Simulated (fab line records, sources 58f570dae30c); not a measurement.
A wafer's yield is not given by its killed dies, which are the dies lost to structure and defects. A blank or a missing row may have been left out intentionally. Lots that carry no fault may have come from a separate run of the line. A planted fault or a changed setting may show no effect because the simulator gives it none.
fab line records :: flow berkeleyCmos170
record
  lots=14
  wafers=42
  lastDay=11
route steps=331 shown SILICIDE@212 CONTACT@224 M1@246
lots that met no fault: taken from a fault-free run of the same line
startH: start of the lot's first displayed wafer, in hours after the record's first day :: waitH: time in hours since the lot's previous step :: " unchanged from the row above :: L1.1+2: one row covering several wafers at once :: - value missing, or start not given :: * or withheld: withheld :: < > ~ a bound
route shown NAME@n: names a module that has steps shown in the file, with the first one's number in the route :: usual: the fault-free wafers' mean and standard deviation :: same: alike in all rows :: chamber/n: place in a boat :: sites: the reading at each site :: _std_site: standard deviation of those values :: _edge_site: mean of outer sites minus mean of inner sites :: radiusMm: how far each site lies from the wafer's centre :: mask NAME#n: copy n :: behind: the last tool/chamber to shape the wafer :: hold: what put the lot on hold/how long, in hours/how the hold closed :: device: which transistor (n, p or np) failed to switch :: end of line: tests run on the same wafers once the route is complete :: a step without rows: its recipe alone :: killed: at the first sort, the dies lost to defects and structure; wafer yield is something else :: map: the dies of a wafer, with x for killed, . for not killed, _ for no die there
set.NAME: the setting as run; set.NAME@STEP: as run at that earlier step :: model.NAME: the simulator's own value behind a step, which no gauge read
the route's steps for a sample of lots (tables are steps, rows are wafers)
services: the hour from which a tool's chamber was out of use, counted from the record's first day as startH (under 0 if before that day), plus the number of hours and why
## steps
# step UCB170_SILICIDE_RS_MEAS_02
# recipe
  thkMeasGauge=four-point-probe
  reads=Ti_of_SILICIDE_SPUTTER_01
# usual
  SILICIDE_TI_RS=26.2/0.36
lot.wafer: L696.2
tool: filmMetro-04
chamber: -
startH: 133.54
waitH: 0.0
SILICIDE_TI_RS[ohm/sq]: 26.0

lot.wafer: L696.3
tool: filmMetro-04
chamber: -
startH: 133.54
waitH: 0.0
SILICIDE_TI_RS[ohm/sq]: 26.4

lot.wafer: L696.6
tool: filmMetro-04
chamber: -
startH: 133.54
waitH: 0.0
SILICIDE_TI_RS[ohm/sq]: 26.5

lot.wafer: L698.1
tool: filmMetro-02
chamber: -
startH: 156.93
waitH: 0.0
SILICIDE_TI_RS[ohm/sq]: 26.8

lot.wafer: L698.2
tool: filmMetro-02
chamber: -
startH: 156.93
waitH: 0.0
SILICIDE_TI_RS[ohm/sq]: 26.6

lot.wafer: L698.4
tool: filmMetro-02
chamber: -
startH: 156.93
waitH: 0.0
SILICIDE_TI_RS[ohm/sq]: 26.9

lot.wafer: L703.1
tool: filmMetro-02
chamber: -
startH: 166.90
waitH: 0.0
SILICIDE_TI_RS[ohm/sq]: 26.3

lot.wafer: L703.2
tool: filmMetro-02
chamber: -
startH: 166.90
waitH: 0.0
SILICIDE_TI_RS[ohm/sq]: 25.7

lot.wafer: L703.5
tool: filmMetro-02
chamber: -
startH: 166.90
waitH: 0.0
SILICIDE_TI_RS[ohm/sq]: 26.1

lot.wafer: L699.1
tool: filmMetro-03
chamber: -
startH: 167.35
waitH: 0.0
SILICIDE_TI_RS[ohm/sq]: 26.4

lot.wafer: L699.4
tool: filmMetro-03
chamber: -
startH: 167.35
waitH: 0.0
SILICIDE_TI_RS[ohm/sq]: 26.5

lot.wafer: L699.6
tool: filmMetro-03
chamber: -
startH: 167.35
waitH: 0.0
SILICIDE_TI_RS[ohm/sq]: 26.5

lot.wafer: L700.2
tool: filmMetro-02
chamber: -
startH: 167.85
waitH: 0.0
SILICIDE_TI_RS[ohm/sq]: 26.5

lot.wafer: L700.3
tool: filmMetro-02
chamber: -
startH: 167.85
waitH: 0.0
SILICIDE_TI_RS[ohm/sq]: 26.1

lot.wafer: L700.5
tool: filmMetro-02
chamber: -
startH: 167.85
waitH: 0.0
SILICIDE_TI_RS[ohm/sq]: 26.5

lot.wafer: L702.2
tool: filmMetro-02
chamber: -
startH: 168.23
waitH: 0.0
SILICIDE_TI_RS[ohm/sq]: 25.9

lot.wafer: L702.3
tool: filmMetro-02
chamber: -
startH: 168.23
waitH: 0.0
SILICIDE_TI_RS[ohm/sq]: 25.9

lot.wafer: L702.4
tool: filmMetro-02
chamber: -
startH: 168.23
waitH: 0.0
SILICIDE_TI_RS[ohm/sq]: 26.5

lot.wafer: L706.1
tool: filmMetro-04
chamber: -
startH: 178.43
waitH: 0.0
SILICIDE_TI_RS[ohm/sq]: 25.6

lot.wafer: L706.2
tool: filmMetro-04
chamber: -
startH: 178.43
waitH: 0.0
SILICIDE_TI_RS[ohm/sq]: 26.6

lot.wafer: L706.3
tool: filmMetro-04
chamber: -
startH: 178.43
waitH: 0.0
SILICIDE_TI_RS[ohm/sq]: 26.4

lot.wafer: L710.2
tool: filmMetro-02
chamber: -
startH: 208.07
waitH: 0.0
SILICIDE_TI_RS[ohm/sq]: 26.6

lot.wafer: L710.3
tool: filmMetro-02
chamber: -
startH: 208.07
waitH: 0.0
SILICIDE_TI_RS[ohm/sq]: 26.1

lot.wafer: L710.6
tool: filmMetro-02
chamber: -
startH: 208.07
waitH: 0.0
SILICIDE_TI_RS[ohm/sq]: 26.4

lot.wafer: L709.2
tool: filmMetro-02
chamber: -
startH: 211.88
waitH: 0.0
SILICIDE_TI_RS[ohm/sq]: 26.0

lot.wafer: L709.3
tool: filmMetro-02
chamber: -
startH: 211.88
waitH: 0.0
SILICIDE_TI_RS[ohm/sq]: 25.9

lot.wafer: L709.5
tool: filmMetro-02
chamber: -
startH: 211.88
waitH: 0.0
SILICIDE_TI_RS[ohm/sq]: 25.7

lot.wafer: L713.2
tool: filmMetro-02
chamber: -
startH: 212.70
waitH: 0.0
SILICIDE_TI_RS[ohm/sq]: 26.5

lot.wafer: L713.4
tool: filmMetro-02
chamber: -
startH: 212.70
waitH: 0.0
SILICIDE_TI_RS[ohm/sq]: 26.3

lot.wafer: L713.6
tool: filmMetro-02
chamber: -
startH: 212.70
waitH: 0.0
SILICIDE_TI_RS[ohm/sq]: 26.5

lot.wafer: L714.1
tool: filmMetro-03
chamber: -
startH: 229.29
waitH: 0.0
SILICIDE_TI_RS[ohm/sq]: 26.0

lot.wafer: L714.4
tool: filmMetro-03
chamber: -
startH: 229.29
waitH: 0.0
SILICIDE_TI_RS[ohm/sq]: 26.4

lot.wafer: L714.6
tool: filmMetro-03
chamber: -
startH: 229.29
waitH: 0.0
SILICIDE_TI_RS[ohm/sq]: 26.3

lot.wafer: L716.1
tool: filmMetro-02
chamber: -
startH: 241.19
waitH: 0.0
SILICIDE_TI_RS[ohm/sq]: 27.2

lot.wafer: L716.4
tool: filmMetro-02
chamber: -
startH: 241.19
waitH: 0.0
SILICIDE_TI_RS[ohm/sq]: 26.2

lot.wafer: L716.6
tool: filmMetro-02
chamber: -
startH: 241.19
waitH: 0.0
SILICIDE_TI_RS[ohm/sq]: 26.4

lot.wafer: L717.4
tool: filmMetro-02
chamber: -
startH: 241.59
waitH: 0.1
SILICIDE_TI_RS[ohm/sq]: 25.7

lot.wafer: L717.5
tool: filmMetro-02
chamber: -
startH: 241.59
waitH: 0.1
SILICIDE_TI_RS[ohm/sq]: 25.8

lot.wafer: L717.6
tool: filmMetro-02
chamber: -
startH: 241.59
waitH: 0.1
SILICIDE_TI_RS[ohm/sq]: 26.0

lot.wafer: L719.3
tool: filmMetro-04
chamber: -
startH: 252.94
waitH: 0.1
SILICIDE_TI_RS[ohm/sq]: 26.8

lot.wafer: L719.4
tool: filmMetro-04
chamber: -
startH: 252.94
waitH: 0.1
SILICIDE_TI_RS[ohm/sq]: 26.1

lot.wafer: L719.5
tool: filmMetro-04
chamber: -
startH: 252.94
waitH: 0.1
SILICIDE_TI_RS[ohm/sq]: 27.0
# step UCB170_CONTACT_RTA_08
# recipe
  tempC=900
  timeS=10
  ambient=N2
# usual
  annealTempCMax=903.3/1.3
  chamberO2Ppm=1.995/0.018
  lampPowerPct=26.4/1.5
  wafer_temp_C_max=904.1/0.75
lot.wafer: L696.2
tool: rtpAnneal-02
chamber: 0
startH: 136.96
waitH: 0.0
annealTempCMax: 901.7
chamberO2Ppm: 2.015
lampPowerPct: 27.9
wafer_temp_C_max: 904.4

lot.wafer: L696.3
tool: rtpAnneal-02
chamber: 0
startH: 136.96
waitH: 0.0
annealTempCMax: 901.6
chamberO2Ppm: 2.020
lampPowerPct: 27.8
wafer_temp_C_max: 903.7

lot.wafer: L696.6
tool: rtpAnneal-02
chamber: 0
startH: 136.96
waitH: 0.0
annealTempCMax: 901.7
chamberO2Ppm: 2.011
lampPowerPct: 27.8
wafer_temp_C_max: 902.7

lot.wafer: L698.1
tool: rtpAnneal-02
chamber: 0
startH: 161.28
waitH: 0.0
annealTempCMax: 902.9
chamberO2Ppm: 1.997
lampPowerPct: 27.8
wafer_temp_C_max: 904.1

lot.wafer: L698.2
tool: rtpAnneal-02
chamber: 0
startH: 161.28
waitH: 0.0
annealTempCMax: 902.2
chamberO2Ppm: 1.992
lampPowerPct: 27.8
wafer_temp_C_max: 906.0

lot.wafer: L698.4
tool: rtpAnneal-02
chamber: 0
startH: 161.28
waitH: 0.0
annealTempCMax: 902.9
chamberO2Ppm: 1.974
lampPowerPct: 27.8
wafer_temp_C_max: 904.0

lot.wafer: L703.1
tool: rtpAnneal-02
chamber: 0
startH: 170.08
waitH: 0.0
annealTempCMax: 902.5
chamberO2Ppm: 1.985
lampPowerPct: 27.8
wafer_temp_C_max: 903.4

lot.wafer: L703.2
tool: rtpAnneal-02
chamber: 0
startH: 170.08
waitH: 0.0
annealTempCMax: 901.9
chamberO2Ppm: 1.973
lampPowerPct: 27.8
wafer_temp_C_max: 903.7

lot.wafer: L703.5
tool: rtpAnneal-02
chamber: 0
startH: 170.08
waitH: 0.0
annealTempCMax: 901.4
chamberO2Ppm: 1.995
lampPowerPct: 27.9
wafer_temp_C_max: 903.7

lot.wafer: L699.1
tool: rtpAnneal-01
chamber: 0
startH: 173.58
waitH: 0.0
annealTempCMax: 904.2
chamberO2Ppm: 1.980
lampPowerPct: 24.8
wafer_temp_C_max: 904.5

lot.wafer: L699.4
tool: rtpAnneal-01
chamber: 0
startH: 173.58
waitH: 0.0
annealTempCMax: 903.2
chamberO2Ppm: 1.981
lampPowerPct: 24.8
wafer_temp_C_max: 903.4

lot.wafer: L699.6
tool: rtpAnneal-01
chamber: 0
startH: 173.58
waitH: 0.0
annealTempCMax: 903.7
chamberO2Ppm: 1.977
lampPowerPct: 24.8
wafer_temp_C_max: 903.3

lot.wafer: L700.2
tool: rtpAnneal-02
chamber: 0
startH: 173.59
waitH: 0.0
annealTempCMax: 901.8
chamberO2Ppm: 1.995
lampPowerPct: 27.8
wafer_temp_C_max: 903.4

lot.wafer: L700.3
tool: rtpAnneal-02
chamber: 0
startH: 173.59
waitH: 0.0
annealTempCMax: 903.0
chamberO2Ppm: 2.014
lampPowerPct: 27.9
wafer_temp_C_max: 904.1

lot.wafer: L700.5
tool: rtpAnneal-02
chamber: 0
startH: 173.59
waitH: 0.0
annealTempCMax: 902.0
chamberO2Ppm: 1.992
lampPowerPct: 27.9
wafer_temp_C_max: 903.6

lot.wafer: L702.2
tool: rtpAnneal-01
chamber: 0
startH: 173.66
waitH: 0.1
annealTempCMax: 905.1
chamberO2Ppm: 1.936
lampPowerPct: 24.8
wafer_temp_C_max: 902.1

lot.wafer: L702.3
tool: rtpAnneal-01
chamber: 0
startH: 173.66
waitH: 0.1
annealTempCMax: 905.1
chamberO2Ppm: 1.955
lampPowerPct: 24.8
wafer_temp_C_max: 905.1

lot.wafer: L702.4
tool: rtpAnneal-01
chamber: 0
startH: 173.66
waitH: 0.1
annealTempCMax: 903.7
chamberO2Ppm: 2.006
lampPowerPct: 24.8
wafer_temp_C_max: 904.1

lot.wafer: L706.1
tool: rtpAnneal-01
chamber: 0
startH: 182.74
waitH: 0.0
annealTempCMax: 904.6
chamberO2Ppm: 2.014
lampPowerPct: 24.8
wafer_temp_C_max: 904.2

lot.wafer: L706.2
tool: rtpAnneal-01
chamber: 0
startH: 182.74
waitH: 0.0
annealTempCMax: 905.4
chamberO2Ppm: 2.000
lampPowerPct: 24.8
wafer_temp_C_max: 905.0

lot.wafer: L706.3
tool: rtpAnneal-01
chamber: 0
startH: 182.74
waitH: 0.0
annealTempCMax: 903.3
chamberO2Ppm: 2.015
lampPowerPct: 24.8
wafer_temp_C_max: 904.7

lot.wafer: L710.2
tool: rtpAnneal-01
chamber: 0
startH: 212.11
waitH: 0.1
annealTempCMax: 903.4
chamberO2Ppm: 1.993
lampPowerPct: 24.8
wafer_temp_C_max: 904.1

lot.wafer: L710.3
tool: rtpAnneal-01
chamber: 0
startH: 212.11
waitH: 0.1
annealTempCMax: 904.1
chamberO2Ppm: 1.956
lampPowerPct: 24.8
wafer_temp_C_max: 904.8

lot.wafer: L710.6
tool: rtpAnneal-01
chamber: 0
startH: 212.11
waitH: 0.1
annealTempCMax: 903.2
chamberO2Ppm: 2.009
lampPowerPct: 24.8
wafer_temp_C_max: 904.0

lot.wafer: L709.2
tool: rtpAnneal-02
chamber: 0
startH: 214.89
waitH: 0.0
annealTempCMax: 902.2
chamberO2Ppm: 2.018
lampPowerPct: 27.8
wafer_temp_C_max: 903.3

lot.wafer: L709.3
tool: rtpAnneal-02
chamber: 0
startH: 214.89
waitH: 0.0
annealTempCMax: 901.7
chamberO2Ppm: 1.984
lampPowerPct: 27.8
wafer_temp_C_max: 904.7

lot.wafer: L709.5
tool: rtpAnneal-02
chamber: 0
startH: 214.89
waitH: 0.0
annealTempCMax: 900.9
chamberO2Ppm: 1.999
lampPowerPct: 27.8
wafer_temp_C_max: 902.3

lot.wafer: L713.2
tool: rtpAnneal-01
chamber: 0
startH: 216.76
waitH: 0.0
annealTempCMax: 905.0
chamberO2Ppm: 2.012
lampPowerPct: 24.8
wafer_temp_C_max: 903.9

lot.wafer: L713.4
tool: rtpAnneal-01
chamber: 0
startH: 216.76
waitH: 0.0
annealTempCMax: 903.1
chamberO2Ppm: 2.000
lampPowerPct: 24.7
wafer_temp_C_max: 903.9

lot.wafer: L713.6
tool: rtpAnneal-01
chamber: 0
startH: 216.76
waitH: 0.0
annealTempCMax: 905.1
chamberO2Ppm: 2.004
lampPowerPct: 24.8
wafer_temp_C_max: 903.5

lot.wafer: L714.1
tool: rtpAnneal-01
chamber: 0
startH: 234.63
waitH: 0.0
annealTempCMax: 905.2
chamberO2Ppm: 2.019
lampPowerPct: 24.8
wafer_temp_C_max: 904.9

lot.wafer: L714.4
tool: rtpAnneal-01
chamber: 0
startH: 234.63
waitH: 0.0
annealTempCMax: 904.4
chamberO2Ppm: 2.014
lampPowerPct: 24.8
wafer_temp_C_max: 903.8

lot.wafer: L714.6
tool: rtpAnneal-01
chamber: 0
startH: 234.63
waitH: 0.0
annealTempCMax: 904.1
chamberO2Ppm: 2.010
lampPowerPct: 24.8
wafer_temp_C_max: 903.1

lot.wafer: L716.1
tool: rtpAnneal-01
chamber: 0
startH: 244.22
waitH: 0.0
annealTempCMax: 904.3
chamberO2Ppm: 2.005
lampPowerPct: 24.8
wafer_temp_C_max: 904.6

lot.wafer: L716.4
tool: rtpAnneal-01
chamber: 0
startH: 244.22
waitH: 0.0
annealTempCMax: 903.8
chamberO2Ppm: 1.998
lampPowerPct: 24.8
wafer_temp_C_max: 903.6

lot.wafer: L716.6
tool: rtpAnneal-01
chamber: 0
startH: 244.22
waitH: 0.0
annealTempCMax: 905.4
chamberO2Ppm: 1.996
lampPowerPct: 24.8
wafer_temp_C_max: 903.9

lot.wafer: L717.4
tool: rtpAnneal-01
chamber: 0
startH: 246.24
waitH: 0.0
annealTempCMax: 904.0
chamberO2Ppm: 1.985
lampPowerPct: 24.8
wafer_temp_C_max: 903.7

lot.wafer: L717.5
tool: rtpAnneal-01
chamber: 0
startH: 246.24
waitH: 0.0
annealTempCMax: 904.9
chamberO2Ppm: 1.990
lampPowerPct: 24.8
wafer_temp_C_max: 903.2

lot.wafer: L717.6
tool: rtpAnneal-01
chamber: 0
startH: 246.24
waitH: 0.0
annealTempCMax: 904.3
chamberO2Ppm: 1.988
lampPowerPct: 24.8
wafer_temp_C_max: 902.3

lot.wafer: L719.3
tool: rtpAnneal-01
chamber: 0
startH: 256.99
waitH: 0.0
annealTempCMax: 904.7
chamberO2Ppm: 2.009
lampPowerPct: 24.8
wafer_temp_C_max: 904.6

lot.wafer: L719.4
tool: rtpAnneal-01
chamber: 0
startH: 256.99
waitH: 0.0
annealTempCMax: 905.4
chamberO2Ppm: 2.011
lampPowerPct: 24.8
wafer_temp_C_max: 904.2

lot.wafer: L719.5
tool: rtpAnneal-01
chamber: 0
startH: 256.99
waitH: 0.0
annealTempCMax: 904.2
chamberO2Ppm: 2.006
lampPowerPct: 24.8
wafer_temp_C_max: 904.4
# step UCB170_CONTACT_CD_MEAS_15
# recipe
  targetCdNm=700
# usual
  cdNm=700.1/1.4
lot.wafer: L696.2
tool: cdSem-02
chamber: -
startH: 139.03
waitH: -
cdNm: 700.8

lot.wafer: L696.3
tool: cdSem-02
chamber: -
startH: 139.03
waitH: -
cdNm: 699.2

lot.wafer: L696.6
tool: cdSem-02
chamber: -
startH: 139.03
waitH: -
cdNm: 700.2

lot.wafer: L698.1
tool: cdSem-02
chamber: -
startH: 163.33
waitH: -
cdNm: 701.9

lot.wafer: L698.2
tool: cdSem-02
chamber: -
startH: 163.33
waitH: -
cdNm: 700.6

lot.wafer: L698.4
tool: cdSem-02
chamber: -
startH: 163.33
waitH: -
cdNm: 700.6

lot.wafer: L703.1
tool: cdSem-01
chamber: -
startH: 171.11
waitH: -
cdNm: 699.0

lot.wafer: L703.2
tool: cdSem-01
chamber: -
startH: 171.11
waitH: -
cdNm: 698.5

lot.wafer: L703.5
tool: cdSem-01
chamber: -
startH: 171.11
waitH: -
cdNm: 698.9

lot.wafer: L699.1
tool: cdSem-02
chamber: -
startH: 175.72
waitH: -
cdNm: 701.7

lot.wafer: L699.4
tool: cdSem-02
chamber: -
startH: 175.72
waitH: -
cdNm: 700.7

lot.wafer: L699.6
tool: cdSem-02
chamber: -
startH: 175.72
waitH: -
cdNm: 701.2

lot.wafer: L700.2
tool: cdSem-01
chamber: -
startH: 175.74
waitH: -
cdNm: 699.5

lot.wafer: L700.3
tool: cdSem-01
chamber: -
startH: 175.74
waitH: -
cdNm: 699.4

lot.wafer: L700.5
tool: cdSem-01
chamber: -
startH: 175.74
waitH: -
cdNm: 699.2

lot.wafer: L702.2
tool: cdSem-02
chamber: -
startH: 176.29
waitH: -
cdNm: 703.2

lot.wafer: L702.3
tool: cdSem-02
chamber: -
startH: 176.29
waitH: -
cdNm: 701.2

lot.wafer: L702.4
tool: cdSem-02
chamber: -
startH: 176.29
waitH: -
cdNm: 701.8

lot.wafer: L706.1
tool: cdSem-01
chamber: -
startH: 184.15
waitH: -
cdNm: 698.9

lot.wafer: L706.2
tool: cdSem-01
chamber: -
startH: 184.15
waitH: -
cdNm: 698.9

lot.wafer: L706.3
tool: cdSem-01
chamber: -
startH: 184.15
waitH: -
cdNm: 699.9

lot.wafer: L710.2
tool: cdSem-02
chamber: -
startH: 213.19
waitH: -
cdNm: 697.8

lot.wafer: L710.3
tool: cdSem-02
chamber: -
startH: 213.19
waitH: -
cdNm: 697.5

lot.wafer: L710.6
tool: cdSem-02
chamber: -
startH: 213.19
waitH: -
cdNm: 698.3

lot.wafer: L709.2
tool: cdSem-02
chamber: -
startH: 215.92
waitH: -
cdNm: 699.2

lot.wafer: L709.3
tool: cdSem-02
chamber: -
startH: 215.92
waitH: -
cdNm: 699.6

lot.wafer: L709.5
tool: cdSem-02
chamber: -
startH: 215.92
waitH: -
cdNm: 697.9

lot.wafer: L713.2
tool: cdSem-01
chamber: -
startH: 217.77
waitH: -
cdNm: 700.5

lot.wafer: L713.4
tool: cdSem-01
chamber: -
startH: 217.77
waitH: -
cdNm: 699.0

lot.wafer: L713.6
tool: cdSem-01
chamber: -
startH: 217.77
waitH: -
cdNm: 699.3

lot.wafer: L714.1
tool: cdSem-01
chamber: -
startH: 235.67
waitH: -
cdNm: 700.7

lot.wafer: L714.4
tool: cdSem-01
chamber: -
startH: 235.67
waitH: -
cdNm: 699.2

lot.wafer: L714.6
tool: cdSem-01
chamber: -
startH: 235.67
waitH: -
cdNm: 701.9

lot.wafer: L716.1
tool: cdSem-01
chamber: -
startH: 245.13
waitH: -
cdNm: 699.2

lot.wafer: L716.4
tool: cdSem-01
chamber: -
startH: 245.13
waitH: -
cdNm: 700.3

lot.wafer: L716.6
tool: cdSem-01
chamber: -
startH: 245.13
waitH: -
cdNm: 699.5

lot.wafer: L717.4
tool: cdSem-02
chamber: -
startH: 247.78
waitH: -
cdNm: 698.3

lot.wafer: L717.5
tool: cdSem-02
chamber: -
startH: 247.78
waitH: -
cdNm: 699.3

lot.wafer: L717.6
tool: cdSem-02
chamber: -
startH: 247.78
waitH: -
cdNm: 697.4

lot.wafer: L719.3
tool: cdSem-01
chamber: -
startH: 258.23
waitH: -
cdNm: 701.6

lot.wafer: L719.4
tool: cdSem-01
chamber: -
startH: 258.23
waitH: -
cdNm: 700.1

lot.wafer: L719.5
tool: cdSem-01
chamber: -
startH: 258.23
waitH: -
cdNm: 699.3
# step UCB170_M1_DEVELOP_08
# recipe
  developer=TMAH
  developTimeS=45
  resist=KrF
  devTempC=21
# usual
  chillPlateTempC=22.98/0.11
  developTimeS=45/0
lot.wafer: L696.2
tool: lithoTrack-04
chamber: 0
startH: 141
waitH: -
chillPlateTempC: 23.02
developTimeS: 45

lot.wafer: L696.3
tool: lithoTrack-04
chamber: 0
startH: 141
waitH: -
chillPlateTempC: 22.98
developTimeS: 45

lot.wafer: L696.6
tool: lithoTrack-04
chamber: 0
startH: 141
waitH: -
chillPlateTempC: 23.06
developTimeS: 45

lot.wafer: L698.1
tool: lithoTrack-02
chamber: 0
startH: 165
waitH: -
chillPlateTempC: 23.02
developTimeS: 45

lot.wafer: L698.2
tool: lithoTrack-02
chamber: 0
startH: 165
waitH: -
chillPlateTempC: 23.07
developTimeS: 45

lot.wafer: L698.4
tool: lithoTrack-02
chamber: 0
startH: 165
waitH: -
chillPlateTempC: 22.89
developTimeS: 45

lot.wafer: L703.1
tool: lithoTrack-01
chamber: 0
startH: 176
waitH: -
chillPlateTempC: 23.07
developTimeS: 45

lot.wafer: L703.2
tool: lithoTrack-01
chamber: 0
startH: 176
waitH: -
chillPlateTempC: 23.04
developTimeS: 45

lot.wafer: L703.5
tool: lithoTrack-01
chamber: 0
startH: 176
waitH: -
chillPlateTempC: 23.02
developTimeS: 45

lot.wafer: L699.1
tool: lithoTrack-04
chamber: 0
startH: 178
waitH: -
chillPlateTempC: 23.12
developTimeS: 45

lot.wafer: L699.4
tool: lithoTrack-04
chamber: 0
startH: 178
waitH: -
chillPlateTempC: 23.13
developTimeS: 45

lot.wafer: L699.6
tool: lithoTrack-04
chamber: 0
startH: 178
waitH: -
chillPlateTempC: 22.97
developTimeS: 45

lot.wafer: L700.2
tool: lithoTrack-02
chamber: 0
startH: 178
waitH: -
chillPlateTempC: 22.95
developTimeS: 45

lot.wafer: L700.3
tool: lithoTrack-02
chamber: 0
startH: 178
waitH: -
chillPlateTempC: 23.00
developTimeS: 45

lot.wafer: L700.5
tool: lithoTrack-02
chamber: 0
startH: 178
waitH: -
chillPlateTempC: 22.95
developTimeS: 45

lot.wafer: L702.2
tool: lithoTrack-01
chamber: 0
startH: 178
waitH: -
chillPlateTempC: 22.84
developTimeS: 45

lot.wafer: L702.3
tool: lithoTrack-01
chamber: 0
startH: 178
waitH: -
chillPlateTempC: 23.11
developTimeS: 45

lot.wafer: L702.4
tool: lithoTrack-01
chamber: 0
startH: 178
waitH: -
chillPlateTempC: 23.00
developTimeS: 45

lot.wafer: L706.1
tool: lithoTrack-02
chamber: 0
startH: 187
waitH: -
chillPlateTempC: 22.93
developTimeS: 45

lot.wafer: L706.2
tool: lithoTrack-02
chamber: 0
startH: 187
waitH: -
chillPlateTempC: 22.85
developTimeS: 45

lot.wafer: L706.3
tool: lithoTrack-02
chamber: 0
startH: 187
waitH: -
chillPlateTempC: 22.86
developTimeS: 45

lot.wafer: L710.2
tool: lithoTrack-04
chamber: -
startH: 214
waitH: -
chillPlateTempC: -
developTimeS: -

lot.wafer: L710.3
tool: lithoTrack-04
chamber: -
startH: 214
waitH: -
chillPlateTempC: -
developTimeS: -

lot.wafer: L710.6
tool: lithoTrack-04
chamber: -
startH: 214
waitH: -
chillPlateTempC: -
developTimeS: -

lot.wafer: L709.2
tool: lithoTrack-02
chamber: -
startH: 217
waitH: -
chillPlateTempC: -
developTimeS: -

lot.wafer: L709.3
tool: lithoTrack-02
chamber: -
startH: 217
waitH: -
chillPlateTempC: -
developTimeS: -

lot.wafer: L709.5
tool: lithoTrack-02
chamber: -
startH: 217
waitH: -
chillPlateTempC: -
developTimeS: -

lot.wafer: L713.2
tool: lithoTrack-01
chamber: 0
startH: 219
waitH: -
chillPlateTempC: 23.07
developTimeS: 45

lot.wafer: L713.4
tool: lithoTrack-01
chamber: 0
startH: 219
waitH: -
chillPlateTempC: 22.80
developTimeS: 45

lot.wafer: L713.6
tool: lithoTrack-01
chamber: 0
startH: 219
waitH: -
chillPlateTempC: 22.89
developTimeS: 45

lot.wafer: L714.1
tool: lithoTrack-04
chamber: 0
startH: 237
waitH: -
chillPlateTempC: 23.10
developTimeS: 45

lot.wafer: L714.4
tool: lithoTrack-04
chamber: 0
startH: 237
waitH: -
chillPlateTempC: 23.21
developTimeS: 45

lot.wafer: L714.6
tool: lithoTrack-04
chamber: 0
startH: 237
waitH: -
chillPlateTempC: 23.11
developTimeS: 45

lot.wafer: L716.1
tool: lithoTrack-04
chamber: 0
startH: 247
waitH: -
chillPlateTempC: 22.99
developTimeS: 45

lot.wafer: L716.4
tool: lithoTrack-04
chamber: 0
startH: 247
waitH: -
chillPlateTempC: 23.04
developTimeS: 45

lot.wafer: L716.6
tool: lithoTrack-04
chamber: 0
startH: 247
waitH: -
chillPlateTempC: 23.10
developTimeS: 45

lot.wafer: L717.4
tool: lithoTrack-02
chamber: 0
startH: 249
waitH: -
chillPlateTempC: 22.92
developTimeS: 45

lot.wafer: L717.5
tool: lithoTrack-02
chamber: 0
startH: 249
waitH: -
chillPlateTempC: 23.14
developTimeS: 45

lot.wafer: L717.6
tool: lithoTrack-02
chamber: 0
startH: 249
waitH: -
chillPlateTempC: 23.07
developTimeS: 45

lot.wafer: L719.3
tool: lithoTrack-04
chamber: 0
startH: 259
waitH: -
chillPlateTempC: 23.11
developTimeS: 45

lot.wafer: L719.4
tool: lithoTrack-04
chamber: 0
startH: 259
waitH: -
chillPlateTempC: 23.08
developTimeS: 45

lot.wafer: L719.5
tool: lithoTrack-04
chamber: 0
startH: 259
waitH: -
chillPlateTempC: 23.02
developTimeS: 45
## services
tool: lithoTrack-02
chamber: -
startH: 114.07
hours: -
kind: consumableReplace:filter

tool: rtpAnneal-02
chamber: -
startH: 177.51
hours: 6.3
kind: pm
## key
firstSign
  step=UCB170_M1_DEVELOP_08
  reading=toolRecord
  direction=missing
effect none on later readings
metAt UCB170_M1_DEVELOP_08
struckLots L709,L710
laterRowsLeftOut L709.2,L709.3,L709.5,L710.2,L710.3,L710.6
sortLeftOut L709.2,L709.3,L709.5,L710.2,L710.3,L710.6
testerLeftOut L710
notActingAt UCB170_SILICIDE_RS_MEAS_02,UCB170_CONTACT_RTA_08,UCB170_CONTACT_CD_MEAS_15
onsetBetween 187 214
earlierFault
  kind=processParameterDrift
  tool=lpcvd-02
  chamber=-
  onsetH=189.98
  steps=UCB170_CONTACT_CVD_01
  channel=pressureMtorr
  offset=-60
  shape=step
  endH=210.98
  actsIn=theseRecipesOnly
  stated=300
fault
  kind=skippedStepWhole
  tool=lithoTrack-02,lithoTrack-04
  chamber=-
  onsetH=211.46
  steps=UCB170_M1_DEVELOP_08
  scope=struckLotsOnly
# testerLeftOut: of these lots the tester's yield and bins aren't shown, on N5 and GAA mostly nor the transistor test; their killed dies are dies lost to structure and defects alone, not to doping, threshold or leakage, so they don't give the yield
# sortLeftOut: the simulated sort isn't trusted on such a fault, so these wafers' sort isn't shown, and their yield isn't known
# laterRowsLeftOut: the simulator's readings of these wafers behind a module that went badly wrong aren't trusted and aren't shown, but for the sort
